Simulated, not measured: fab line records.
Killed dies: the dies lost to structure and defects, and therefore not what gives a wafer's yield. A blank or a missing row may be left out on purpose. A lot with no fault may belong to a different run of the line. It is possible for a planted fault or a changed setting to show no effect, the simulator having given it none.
One fault through the eyes of 2 desks	flow berkeley cmos170	every desk sees just its own numbers, and what lay behind them comes last

== AT THE TOOL OWNER'S DESK: litho track-02 ==
The tool's own readings at UCB170_GATE_DEVELOP_11 (develop time 45 s): means of the sampled wafers that have a number, for each lot that ran on this tool. Marked OUT: a lot whose mean sits more than 4 standard deviations from the usual mean, which makes it out of limits; the brackets give that distance.
Columns: A = chill plate temp C at UCB170_GATE_DEVELOP_11, usual 22.99 C
lot	first seen here	A
L467	day 7 10:00	23.08
L486	day 11 04:00	23.02
Result from this desk: across the 2 lots, nothing is out of limits.

== METROLOGY DESK ==
Means of the sampled wafers that have a number, per lot and without regard to the tool the lot ran on: this is what the gauges read. Marked OUT: a lot whose mean sits more than 4 standard deviations from the usual mean, which makes it out of limits; the brackets give that distance.
Columns: A = FIELD_OXIDE_LEFT_2_THK at UCB170_FIELD_THK_MEAS_91, usual 354 nm; B = GATE_OXIDE_THK at UCB170_GATE_THK_MEAS_02, usual 6.79 nm; C = GATE_POLY_THK at UCB170_GATE_THK_MEAS_05, usual 213.2 nm; D = cd nm at UCB170_GATE_CD_MEAS_12, usual 350.2 nm
lot	first seen here	A	B	C	D
L467	day 6 17:10	354	6.68	213.7	349.6
L473	day 8 00:38	345	6.77	214.4	352.4
L476	day 8 14:33	347	6.70	213.0	-
L477	day 8 14:37	362	7.00	208.8	-
L478	day 9 12:07	366	7.04	214.1	-
L486	day 10 12:38	370	6.72	210.9	351.2
L487	day 10 19:39	355	6.70	209.2	349.8
Result from this desk: across the 7 lots, nothing is out of limits.

== ALL TOGETHER ==
Nothing out of limits was seen by the tool owner's desk.
At the metrology desk, nothing out of limits was observed.

== WHAT HAD BEEN PUT IN BY THE SIMULATOR ==
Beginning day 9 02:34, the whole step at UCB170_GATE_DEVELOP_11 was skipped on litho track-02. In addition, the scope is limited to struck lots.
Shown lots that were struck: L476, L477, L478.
